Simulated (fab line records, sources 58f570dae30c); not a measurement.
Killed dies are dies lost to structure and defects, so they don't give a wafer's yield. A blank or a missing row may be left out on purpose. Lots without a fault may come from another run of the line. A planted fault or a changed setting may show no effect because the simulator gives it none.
Which tool did it? | flow berkeley_cmos170 | 10 lots, 30 wafers sampled, at 3 steps of a route of 331

WHAT THE GAUGES READ, wafer by wafer
UCB170_PLDD_TW_MEAS_11. Usual: PLDD_TW 1011, standard deviation 7.9.
lot  | measured     | on            | PLDD_TW        | flag
L999 | day 6 18:11  | film_metro-04 | 1012 1009 1015 |
L998 | day 6 18:44  | film_metro-04 | 1014 1014 1021 |
L103 | day 7 07:24  | film_metro-01 | 1019 1015 1020 |
L104 | day 7 14:49  | film_metro-04 | 1020 1009 1012 |
L105 | day 8 05:25  | film_metro-03 | 1404 1404 1407 | OFF
L109 | day 8 08:34  | film_metro-03 | 1407 1398 1400 | OFF
L112 | day 9 02:14  | film_metro-03 | 1000 998 994   |
L117 | day 10 00:41 | film_metro-01 | 1017 1017 1020 |
L118 | day 10 01:02 | film_metro-03 | 997 996 996    |
L121 | day 11 11:50 | film_metro-04 | 1008 1010 1011 |

UCB170_SDANNEAL_RS_MEAS_04: measures by four-point-probe. Usual: PLDD_RS 1032 ohm/sq, standard deviation 3.2.
lot  | measured     | on            | PLDD_RS (ohm/sq) | flag
L999 | day 7 05:24  | film_metro-03 | 1035 1032 1036   |
L998 | day 7 05:14  | film_metro-01 | 1034 1034 1033   |
L103 | day 7 17:34  | film_metro-01 | 1031 1032 1032   |
L104 | day 8 01:04  | film_metro-03 | 1029 1030 1032   |
L105 | day 8 23:03  | film_metro-03 | 461 462 461      | OFF
L109 | day 8 23:32  | film_metro-01 | 463 463 462      | OFF
L112 | day 9 14:13  | film_metro-01 | 1035 1033 1033   |
L117 | day 10 13:46 | film_metro-01 | 1035 1034 1034   |
L118 | day 10 14:31 | film_metro-03 | 1031 1028 1031   |
L121 | day 12 01:34 | film_metro-03 | 1033 1033 1032   |

WHICH TOOL RAN EACH LOT (tool, then ch and the chambers of the sampled wafers, then the start)
lot  | UCB170_PLDD_IMPLANT_08
L999 | implanter-04 ch 0, day 6 17:47
L998 | implanter-02 ch 0, day 6 18:20
L103 | implanter-01 ch 0, day 7 07:01
L104 | implanter-01 ch 0, day 7 14:25
L105 | implanter-04 ch 0, day 8 05:01
L109 | implanter-04 ch 0, day 8 08:11
L112 | implanter-01 ch 0, day 9 01:52
L117 | implanter-01 ch 0, day 10 00:18
L118 | implanter-01 ch 0, day 10 00:40
L121 | implanter-01 ch 0, day 11 11:28
- UCB170_PLDD_IMPLANT_08

WHAT THE TOOLS THEMSELVES READ (means of the sampled wafers that have a number; where no wafer has one, the mark that the record gives instead)
UCB170_PLDD_IMPLANT_08. Usual: beam_on_s 10.00 s, standard deviation 0.21; dose_ions_cm2 5e+13, standard deviation 5.4e+10; faraday_current_uA 159, standard deviation 3.2.
lot  | tool         | beam_on_s (s) | dose_ions_cm2 | faraday_current_uA | flag
L999 | implanter-04 | 9.97          | 5e+13         | 159                |
L998 | implanter-02 | 10.22         | 5e+13         | 155                |
L103 | implanter-01 | 9.98          | 5e+13         | 159                |
L104 | implanter-01 | 10.10         | 5e+13         | 157                |
L105 | implanter-04 | 41.06         | 3e+14         | 193                | OFF
L109 | implanter-04 | 39.64         | 2e+14         | 200                | OFF
L112 | implanter-01 | 9.83          | 5e+13         | 162                |
L117 | implanter-01 | 9.85          | 5e+13         | 160                |
L118 | implanter-01 | 9.98          | 5e+13         | 159                |
L121 | implanter-01 | 9.85          | 5e+13         | 161                |

THE ANSWER, worked out from the rows above alone
Rule: a lot is off if the mean of its wafers that have a number lies more than 3 standard deviations from the usual mean. A lot without any number at a reading at which 4 lots or more have one is off too. The other lots that the step has rows for count as sound. The gauges are gone through in route order, then the tools' own readings, and for those a lot's mean is taken as printed above. The first step at which some lot is off is used, and at that step the reading that is off furthest; a lot without a number counts as furthest.
Off: L105, L109, at UCB170_PLDD_TW_MEAS_11 (PLDD_TW).
A tool fits if, at a process step before that reading, it ran every lot that is off, and no sound lot after the first of them. The gauges at UCB170_PLDD_TW_MEAS_11 aren't tried: what is off there is off at UCB170_PLDD_IMPLANT_08 too, on other tools, and a gauge's error can't cause that. One fits: implanter-04 at UCB170_PLDD_IMPLANT_08. Its last sound lot is L999 (day 6 17:47), its first lot that is off L105 (day 8 05:01): a fault that began between those two fits.
The tool's own readings at UCB170_PLDD_IMPLANT_08 bear it out: on the lots that are off they differ by more than 5 times the standard deviation of the sound lots' means. beam_on_s reads 40.35 s there against 9.97 s on the sound lots; dose_ions_cm2 reads 2e+14 there against 5e+13 on the sound lots; faraday_current_uA reads 196 there against 159 on the sound lots.

WHAT THE SIMULATOR HAD PUT IN
Process parameter drift: implanter-04, from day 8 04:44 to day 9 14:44, at UCB170_PLDD_IMPLANT_08. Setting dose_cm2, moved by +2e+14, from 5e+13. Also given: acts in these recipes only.
Lots struck among those shown: L105, L109. The rule above found the same.
